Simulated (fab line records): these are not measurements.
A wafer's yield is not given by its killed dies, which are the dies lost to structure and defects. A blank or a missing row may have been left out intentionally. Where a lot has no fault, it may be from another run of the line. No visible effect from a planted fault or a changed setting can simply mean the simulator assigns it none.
fab line records	flow berkeley-cmos170
[record] lots = 5	wafers = 23
route steps=331 shown PSD@183 SDANNEAL@204 NLDD@209 SILICIDE@211 V1@268 M2@272
start-h: hours from the record's opening day to when the first of the lot's shown wafers began	wait-h: hours elapsed since this lot's preceding step	" same as the row above	L1.1+2: a row that stands for several wafers	- value missing, or start not given	* or withheld: withheld	< > ~ a bound
route shown NAME@n: a module of which the file shows steps, and the number in the route of the first	usual: mean/standard deviation of fault-free wafers	same: alike in all rows	chamber/n: place in a boat	sites: per-site readings	_std_site: how widely they spread, as a standard deviation	_edge_site: mean of outer sites minus mean of inner sites	radius-mm: how far each site lies from the wafer's centre	mask NAME#n: copy n	behind: the tool/chamber that last shaped the wafer	hold: why the lot was held/for how many hours/how that ended	device: transistor that didn't switch, given as n, p or np	end of line: the tests these same wafers got at the end of their route	a step with no rows: only its recipe	killed: at the first sort, the dies lost to defects and structure; wafer yield is something else	map: shows each die of a wafer: x if killed, . if not, _ if none is there
set.NAME: the run value of the setting; set.NAME@STEP: its run value at that earlier step	model.NAME: the simulator's own value behind a step, which no gauge read
lots where settings were altered on purpose, with a table for each step and a row for each wafer
[[steps]]
[step UCB170_PSD_IMPLANT_08]
[recipe] species = B	dose-cm2 = 3e+15	energy-kev = 20	tilt-deg = 7
lot.wafer	tool	chamber	start-h	wait-h	set.dose-cm2
L074.1+2+3+4+6	implanter-04	0	156.63	0.0	3e+15
L076.1+3+4+5+6	implanter-04	0	170.43	0.0	3e+15
L079.1+2+4	implanter-04	0	185.23	0.0	2.912e+15
L079.3+6	"	0	"	"	3e+15
L081.1+5+6	implanter-02	0	185.35	0.0	3.223e+15
L081.3+4	"	0	"	"	3e+15
L083.1+2+3	implanter-02	0	197.38	0.0	3e+15
[step UCB170_PSD_STRIP_09]
[recipe] chemistry = O2	power-w = 400	pressure-mtorr = 3500	platen-temp-c = withheld	o2-flow-sccm = 400	overash-fraction = 0.5
[usual] strip-time-to-endpoint-s = 29.38/0.056
lot.wafer	tool	chamber	start-h	wait-h	set.dose-cm2@PSD_IMPLANT_08	strip-time-to-endpoint-s
L074.1	plasma-asher-01	1	156.78	0.1	3e+15	29.40
L074.2	"	0	"	"	3e+15	29.46
L074.3	"	0	"	"	3e+15	29.38
L074.4	"	1	"	"	3e+15	29.46
L074.6	"	1	"	"	3e+15	29.37
L076.1	plasma-asher-01	0	170.58	0.1	3e+15	29.35
L076.3	"	1	"	"	3e+15	29.36
L076.4	"	0	"	"	3e+15	29.36
L076.5	"	0	"	"	3e+15	29.30
L076.6	"	1	"	"	3e+15	29.38
L079.1	plasma-asher-04	1	185.38	0.1	2.912e+15	29.04
L079.2	"	0	"	"	2.912e+15	28.98
L079.3	"	0	"	"	3e+15	29.42
L079.4	"	1	"	"	2.912e+15	29.01
L079.6	"	1	"	"	3e+15	29.33
L081.1	plasma-asher-01	0	185.50	0.1	3.223e+15	30.11
L081.3	"	0	"	"	3e+15	29.35
L081.4	"	1	"	"	3e+15	29.34
L081.5	"	1	"	"	3.223e+15	30.08
L081.6	"	0	"	"	3.223e+15	30.12
L083.1	plasma-asher-04	1	197.53	0.1	3e+15	29.34
L083.2	"	0	"	"	3e+15	29.42
L083.3	"	0	"	"	3e+15	29.33
[step UCB170_PSD_TW_MEAS_10]
[usual] PSD_TW = 2336/10
lot.wafer	tool	chamber	start-h	wait-h	set.dose-cm2@PSD_IMPLANT_08	PSD_TW
L074.1	film-metro-04	-	156.88	0.1	3e+15	2327
L074.2	"	-	"	"	3e+15	2328
L074.3	"	-	"	"	3e+15	2328
L074.4	"	-	"	"	3e+15	2324
L074.6	"	-	"	"	3e+15	2325
L076.1	film-metro-02	-	170.68	0.1	3e+15	2351
L076.3	"	-	"	"	3e+15	2342
L076.4	"	-	"	"	3e+15	2344
L076.5	"	-	"	"	3e+15	2347
L076.6	"	-	"	"	3e+15	2341
L079.1	film-metro-02	-	185.48	0.1	2.912e+15	2317
L079.2	"	-	"	"	2.912e+15	2306
L079.3	"	-	"	"	3e+15	2342
L079.4	"	-	"	"	2.912e+15	2320
L079.6	"	-	"	"	3e+15	2350
L081.1	film-metro-04	-	185.60	0.1	3.223e+15	2372
L081.3	"	-	"	"	3e+15	2329
L081.4	"	-	"	"	3e+15	2322
L081.5	"	-	"	"	3.223e+15	2376
L081.6	"	-	"	"	3.223e+15	2374
L083.1	film-metro-03	-	197.63	0.1	3e+15	2340
L083.2	"	-	"	"	3e+15	2346
L083.3	"	-	"	"	3e+15	2346
[step UCB170_SDANNEAL_RTA_00]
[recipe] temp-c = 900	time-s = 10	ambient = N2
lot.wafer	tool	chamber	start-h	wait-h	set.time-s
L074.1+3	rtp-anneal-02	0	160.88	0.0	10
L074.2+4+6	"	0	"	"	9.113
L076.1+3+5	rtp-anneal-01	0	173.88	0.0	9.403
L076.4+6	"	0	"	"	10
L079.1+2	rtp-anneal-02	0	189.06	0.0	10
L079.3+4+6	"	0	"	"	10.79
L081.1+3+4	rtp-anneal-01	0	189.31	0.0	9.063
L081.5+6	"	0	"	"	10
L083.1+2+3	rtp-anneal-02	0	200.32	0.0	10
[step UCB170_SDANNEAL_RTA_01]
[recipe] temp-c = 1050	time-s = 5	ambient = N2
[step UCB170_SDANNEAL_RS_MEAS_02]
[recipe] thk-meas-gauge = four-point-probe
[usual] PSD_RS = 75.60/0.25
lot.wafer	tool	chamber	start-h	wait-h	set.dose-cm2@PSD_IMPLANT_08	PSD_RS[ohm/sq]
L074.1	film-metro-03	-	161.01	0.0	3e+15	75.57
L074.2	"	-	"	"	3e+15	75.80
L074.3	"	-	"	"	3e+15	75.70
L074.4	"	-	"	"	3e+15	75.74
L074.6	"	-	"	"	3e+15	75.67
L076.1	film-metro-04	-	174.01	0.0	3e+15	75.63
L076.3	"	-	"	"	3e+15	75.73
L076.4	"	-	"	"	3e+15	75.67
L076.5	"	-	"	"	3e+15	75.34
L076.6	"	-	"	"	3e+15	75.51
L079.1	film-metro-04	-	189.19	0.0	2.912e+15	77.02
L079.2	"	-	"	"	2.912e+15	77.00
L079.3	"	-	"	"	3e+15	75.15
L079.4	"	-	"	"	2.912e+15	76.83
L079.6	"	-	"	"	3e+15	75.21
L081.1	film-metro-02	-	189.43	0.0	3.223e+15	71.65
L081.3	"	-	"	"	3e+15	75.51
L081.4	"	-	"	"	3e+15	75.69
L081.5	"	-	"	"	3.223e+15	71.59
L081.6	"	-	"	"	3.223e+15	71.66
L083.1	film-metro-04	-	200.45	0.0	3e+15	75.20
L083.2	"	-	"	"	3e+15	75.13
L083.3	"	-	"	"	3e+15	75.16
[step UCB170_SDANNEAL_RS_MEAS_05]
[recipe] thk-meas-gauge = four-point-probe
[usual] NLDD_RS = 615.7/2.1
lot.wafer	tool	chamber	start-h	wait-h	set.dose-cm2@NLDD_IMPLANT_09	NLDD_RS[ohm/sq]
L074.1	film-metro-03	-	161.37	0.1	5e+13	615.8
L074.2	"	-	"	"	5e+13	615.9
L074.3	"	-	"	"	5.242e+13	607.2
L074.4	"	-	"	"	5.242e+13	606.0
L074.6	"	-	"	"	5e+13	615.5
L076.1	film-metro-04	-	174.37	0.1	5e+13	614.6
L076.3	"	-	"	"	5e+13	614.0
L076.4	"	-	"	"	4.631e+13	630.6
L076.5	"	-	"	"	4.631e+13	630.7
L076.6	"	-	"	"	5e+13	614.6
L079.1	film-metro-04	-	189.55	0.1	5e+13	611.0
L079.2	"	-	"	"	5.218e+13	605.1
L079.3	"	-	"	"	5.218e+13	603.7
L079.4	"	-	"	"	5e+13	612.4
L079.6	"	-	"	"	5e+13	614.0
L081.1	film-metro-02	-	189.79	0.1	5e+13	617.0
L081.3	"	-	"	"	5.311e+13	605.8
L081.4	"	-	"	"	5.311e+13	605.1
L081.5	"	-	"	"	5.311e+13	606.5
L081.6	"	-	"	"	5e+13	617.4
L083.1	film-metro-04	-	200.81	0.1	5e+13	613.7
L083.2	"	-	"	"	5e+13	613.1
L083.3	"	-	"	"	5e+13	613.1
[step UCB170_SILICIDE_SPUTTER_01]
[recipe] material = Ti	target-thk-nm = 30	time-s = 25	power-w = 1500	chamber-pressure-pa = 0.5
lot.wafer	tool	chamber	start-h	wait-h	set.power-w	model.Ti_of_SILICIDE_SPUTTER_01.thk-nm
L074.1	pvd-sputter-02	-	161.55	0.0	1500	30.06
L074.2	"	-	"	"	1628	32.97
L074.3	"	-	"	"	1500	30.27
L074.4	"	-	"	"	1628	32.99
L074.6	"	-	"	"	1500	30.39
L076.1	pvd-sputter-03	-	174.56	0.0	1500	30.73
L076.3	"	-	"	"	1500	30.85
L076.4	"	-	"	"	1500	31.14
L076.5	"	-	"	"	1500	30.81
L076.6	"	-	"	"	1500	30.69
L079.1	pvd-sputter-02	-	189.73	0.0	1500	30.31
L079.2	"	-	"	"	1500	30.62
L079.3	"	-	"	"	1500	30.47
L079.4	"	-	"	"	1500	30.52
L079.6	"	-	"	"	1500	30.44
L081.1	pvd-sputter-03	-	189.98	0.0	1500	29.87
L081.3	"	-	"	"	1641	32.87
L081.4	"	-	"	"	1500	29.64
L081.5	"	-	"	"	1500	29.8
L081.6	"	-	"	"	1641	32.38
L083.1	pvd-sputter-04	-	200.99	0.0	1500	29.88
L083.2	"	-	"	"	1500	30.02
L083.3	"	-	"	"	1500	29.81
[step UCB170_SILICIDE_RS_MEAS_02]
[recipe] thk-meas-gauge = four-point-probe	reads = Ti_of_SILICIDE_SPUTTER_01
[usual] SILICIDE_TI_RS = 25.9/0.35
lot.wafer	tool	chamber	start-h	wait-h	set.power-w@SILICIDE_SPUTTER_01	SILICIDE_TI_RS[ohm/sq]
L074.1	film-metro-04	-	161.58	0.0	1500	26.0
L074.2	"	-	"	"	1628	23.3
L074.3	"	-	"	"	1500	25.8
L074.4	"	-	"	"	1628	23.3
L074.6	"	-	"	"	1500	25.6
L076.1	film-metro-04	-	174.59	0.0	1500	25.3
L076.3	"	-	"	"	1500	25.2
L076.4	"	-	"	"	1500	24.9
L076.5	"	-	"	"	1500	25.2
L076.6	"	-	"	"	1500	25.3
L079.1	film-metro-02	-	189.91	0.2	1500	26.0
L079.2	"	-	"	"	1500	25.7
L079.3	"	-	"	"	1500	25.8
L079.4	"	-	"	"	1500	25.7
L079.6	"	-	"	"	1500	25.9
L081.1	film-metro-02	-	190.09	0.1	1500	26.4
L081.3	"	-	"	"	1641	23.6
L081.4	"	-	"	"	1500	26.6
L081.5	"	-	"	"	1500	26.5
L081.6	"	-	"	"	1641	24.0
L083.1	film-metro-02	-	201.02	0.0	1500	26.2
L083.2	"	-	"	"	1500	26.1
L083.3	"	-	"	"	1500	26.3
[step UCB170_SILICIDE_THK_MEAS_03]
[recipe] thk-meas-gauge = xrf	reads = Ti_of_SILICIDE_SPUTTER_01
[usual] SILICIDE_TI_THK = 30.5/0.37
lot.wafer	tool	chamber	start-h	wait-h	set.power-w@SILICIDE_SPUTTER_01	SILICIDE_TI_THK[nm]
L074.1	film-metro-04	-	161.70	0.1	1500	30.5
L074.2	"	-	"	"	1628	33.4
L074.3	"	-	"	"	1500	30.7
L074.4	"	-	"	"	1628	33.6
L074.6	"	-	"	"	1500	30.9
L076.1	film-metro-04	-	174.71	0.1	1500	31.1
L076.3	"	-	"	"	1500	31.2
L076.4	"	-	"	"	1500	31.6
L076.5	"	-	"	"	1500	31.1
L076.6	"	-	"	"	1500	31.2
L079.1	film-metro-02	-	190.03	0.1	1500	30.6
L079.2	"	-	"	"	1500	30.9
L079.3	"	-	"	"	1500	30.8
L079.4	"	-	"	"	1500	30.7
L079.6	"	-	"	"	1500	30.7
L081.1	film-metro-02	-	190.21	0.1	1500	30.1
L081.3	"	-	"	"	1641	33.2
L081.4	"	-	"	"	1500	29.9
L081.5	"	-	"	"	1500	30.1
L081.6	"	-	"	"	1641	32.7
L083.1	film-metro-02	-	201.14	0.1	1500	30.1
L083.2	"	-	"	"	1500	30.3
L083.3	"	-	"	"	1500	30.1
[step UCB170_V1_ETCH_14]
[recipe] chemistry = CHF3/CF4/Ar	target = SiO2	stop-on = Al	CHF3_flow_sccm = 45	cf4-flow-sccm = 15	Ar_flow_sccm = 150	pressure-mtorr = 200	rf-w = 700	target-depth-a = 12500	over-etch-frac = 0.25	time-s = 291
lot.wafer	tool	chamber	start-h	wait-h	set.rf-w	model.KrF_of_V1_COAT_07.thk-nm
L074.1	rie-diel-02	0	171.15	0.0	700	607.6
L074.2	"	2	"	"	700	606.8
L074.3	"	1	"	"	652.1	618.2
L074.4	"	3	"	"	700	611
L074.6	"	2	"	"	652.1	617.8
L076.1	rie-diel-03	3	187.24	0.0	671.5	617.9
L076.3	"	2	"	"	700	613.1
L076.4	"	0	"	"	671.5	620.5
L076.5	"	2	"	"	700	611.5
L076.6	"	1	"	"	671.5	622.7
L079.1	rie-diel-02	1	203.11	0.0	751.5	596.1
L079.2	"	3	"	"	700	612.9
L079.3	"	2	"	"	751.5	597.5
L079.4	"	0	"	"	751.5	594.1
L079.6	"	2	"	"	700	607
L081.1	rie-diel-01	1	203.47	0.0	700	608
L081.3	"	0	"	"	778.8	595.4
L081.4	"	3	"	"	700	610.5
L081.5	"	2	"	"	778.8	590.2
L081.6	"	1	"	"	778.8	593.7
L083.1	rie-diel-01	2	213.00	0.0	700	613
L083.2	"	0	"	"	700	616.1
L083.3	"	1	"	"	700	612.3
[step UCB170_V1_STRIP_15]
[recipe] chemistry = O2	power-w = 400	pressure-mtorr = 3500	platen-temp-c = withheld	o2-flow-sccm = 400	overash-fraction = 0.5
[usual] strip-time-to-endpoint-s = 15.31/0.074
lot.wafer	tool	chamber	start-h	wait-h	set.rf-w@V1_ETCH_14	strip-time-to-endpoint-s
L074.1	plasma-asher-03	0	171.33	0.1	700	15.26
L074.2	"	1	"	"	700	15.24
L074.3	"	1	"	"	652.1	15.50
L074.4	"	0	"	"	700	15.33
L074.6	"	1	"	"	652.1	15.49
L076.1	plasma-asher-01	0	187.42	0.1	671.5	15.50
L076.3	"	1	"	"	700	15.38
L076.4	"	0	"	"	671.5	15.56
L076.5	"	0	"	"	700	15.34
L076.6	"	1	"	"	671.5	15.60
L079.1	plasma-asher-02	1	203.29	0.1	751.5	14.96
L079.2	"	0	"	"	700	15.36
L079.3	"	1	"	"	751.5	15.01
L079.4	"	0	"	"	751.5	14.94
L079.6	"	1	"	"	700	15.25
L081.1	plasma-asher-02	1	203.65	0.1	700	15.27
L081.3	"	1	"	"	778.8	14.96
L081.4	"	0	"	"	700	15.32
L081.5	"	0	"	"	778.8	14.83
L081.6	"	1	"	"	778.8	14.93
L083.1	plasma-asher-01	1	213.17	0.1	700	15.37
L083.2	"	0	"	"	700	15.45
L083.3	"	1	"	"	700	15.38
[step UCB170_M2_SPUTTER_01]
[recipe] material = Al	target-thk-nm = 900	time-s = 120	power-w = 6000	chamber-pressure-pa = 0.5
lot.wafer	tool	chamber	start-h	wait-h	set.time-s	model.Al_of_M2_SPUTTER_01.thk-nm
L074.1	pvd-sputter-03	-	171.61	0.0	125.7	937.2
L074.2	"	-	"	"	120	882.9
L074.3	"	-	"	"	125.7	929.7
L074.4	"	-	"	"	120	888.1
L074.6	"	-	"	"	120	889.3
L076.1	pvd-sputter-03	-	187.71	0.0	120	887.7
L076.3	"	-	"	"	134.5	1002
L076.4	"	-	"	"	134.5	1001
L076.5	"	-	"	"	120	888.5
L076.6	"	-	"	"	134.5	1004
L079.1	pvd-sputter-02	-	203.62	0.0	120	923
L079.2	"	-	"	"	120	918.1
L079.3	"	-	"	"	120	924.5
L079.4+6	"	-	"	"	131	1006
L081.1	pvd-sputter-01	-	203.94	0.0	133.4	996
L081.3	"	-	"	"	133.4	986.6
L081.4	"	-	"	"	120	883.6
L081.5	"	-	"	"	120	888.2
L081.6	"	-	"	"	120	892.4
L083.1	pvd-sputter-01	-	213.63	0.0	120	894.2
L083.2	"	-	"	"	120	899.1
L083.3	"	-	"	"	120	897.5
[step UCB170_M2_RS_MEAS_02]
[recipe] thk-meas-gauge = four-point-probe	reads = Al_of_M2_SPUTTER_01
[usual] M2_AL_RS = 0.0322/0.00035
lot.wafer	tool	chamber	start-h	wait-h	set.time-s@M2_SPUTTER_01	M2_AL_RS[ohm/sq]
L074.1	film-metro-02	-	171.70	0.0	125.7	0.0308
L074.2	"	-	"	"	120	0.0328
L074.3	"	-	"	"	125.7	0.0311
L074.4	"	-	"	"	120	0.0326
L074.6	"	-	"	"	120	0.0326
L076.1	film-metro-02	-	187.79	0.0	120	0.0326
L076.3	"	-	"	"	134.5	0.0289
L076.4	"	-	"	"	134.5	0.0289
L076.5	"	-	"	"	120	0.0326
L076.6	"	-	"	"	134.5	0.0289
L079.1	film-metro-02	-	203.71	0.0	120	0.0313
L079.2	"	-	"	"	120	0.0316
L079.3	"	-	"	"	120	0.0313
L079.4	"	-	"	"	131	0.0287
L079.6	"	-	"	"	131	0.0288
L081.1	film-metro-04	-	204.02	0.0	133.4	0.0289
L081.3	"	-	"	"	133.4	0.0291
L081.4	"	-	"	"	120	0.0327
L081.5	"	-	"	"	120	0.0325
L081.6	"	-	"	"	120	0.0323
L083.1	film-metro-04	-	213.71	0.0	120	0.0323
L083.2	"	-	"	"	120	0.0320
L083.3	"	-	"	"	120	0.0321
[step UCB170_M2_THK_MEAS_03]
[recipe] thk-meas-gauge = xrf	reads = Al_of_M2_SPUTTER_01
[usual] M2_AL_THK = 902/11
lot.wafer	tool	chamber	start-h	wait-h	set.time-s@M2_SPUTTER_01	M2_AL_THK[nm]
L074.1	film-metro-02	-	171.82	0.1	125.7	936
L074.2	"	-	"	"	120	884
L074.3	"	-	"	"	125.7	935
L074.4	"	-	"	"	120	894
L074.6	"	-	"	"	120	888
L076.1	film-metro-02	-	187.91	0.1	120	887
L076.3	"	-	"	"	134.5	1001
L076.4	"	-	"	"	134.5	1002
L076.5	"	-	"	"	120	893
L076.6	"	-	"	"	134.5	1007
L079.1	film-metro-02	-	203.83	0.1	120	930
L079.2	"	-	"	"	120	917
L079.3	"	-	"	"	120	930
L079.4	"	-	"	"	131	1014
L079.6	"	-	"	"	131	1012
L081.1	film-metro-04	-	204.14	0.1	133.4	1004
L081.3	"	-	"	"	133.4	991
L081.4	"	-	"	"	120	887
L081.5	"	-	"	"	120	899
L081.6	"	-	"	"	120	899
L083.1	film-metro-04	-	213.83	0.1	120	902
L083.2	"	-	"	"	120	906
L083.3	"	-	"	"	120	901
[[key]]
[split] step = UCB170_PSD_IMPLANT_08	setting = dose-cm2	stated = 3e+15	by = wafer
[response] step = UCB170_PSD_STRIP_09	reading = strip-time-to-endpoint-s	change = *	per = 1%	r = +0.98
[response] step = UCB170_PSD_TW_MEAS_10	reading = PSD_TW	change = +7.12	per = 1%	r = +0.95
[response] step = UCB170_SDANNEAL_RS_MEAS_02	reading = PSD_RS	change = -0.543	per = 1%	r = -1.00
[split] step = UCB170_SDANNEAL_RTA_00	setting = time-s	stated = 10	by = wafer
response none clear
[split] step = UCB170_SILICIDE_SPUTTER_01	setting = power-w	stated = 1500	by = wafer
[response] step = UCB170_SILICIDE_SPUTTER_01	reading = model.Ti_of_SILICIDE_SPUTTER_01.thk-nm	change = +0.312	per = 1%	r = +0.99
[response] step = UCB170_SILICIDE_RS_MEAS_02	reading = SILICIDE_TI_RS	change = -0.287	per = 1%	r = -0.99
[response] step = UCB170_SILICIDE_THK_MEAS_03	reading = SILICIDE_TI_THK	change = +0.32	per = 1%	r = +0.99
[split] step = UCB170_V1_ETCH_14	setting = rf-w	stated = 700	by = wafer
[response] step = UCB170_V1_ETCH_14	reading = model.KrF_of_V1_COAT_07.thk-nm	change = -1.57	per = 1%	r = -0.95
[response] step = UCB170_V1_STRIP_15	reading = strip-time-to-endpoint-s	change = *	per = 1%	r = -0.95
[split] step = UCB170_M2_SPUTTER_01	setting = time-s	stated = 120	by = wafer
[response] step = UCB170_M2_SPUTTER_01	reading = model.Al_of_M2_SPUTTER_01.thk-nm	change = +9.35	per = 1%	r = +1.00
[response] step = UCB170_M2_RS_MEAS_02	reading = M2_AL_RS	change = -0.000307	per = 1%	r = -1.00
[response] step = UCB170_M2_THK_MEAS_03	reading = M2_AL_THK	change = +9.39	per = 1%	r = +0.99
split outside-this-file step=UCB170_NLDD_IMPLANT_09 setting=dose-cm2
// split outside-this-file: this setting was split too, and the file shows its column; the key of that split is in another file
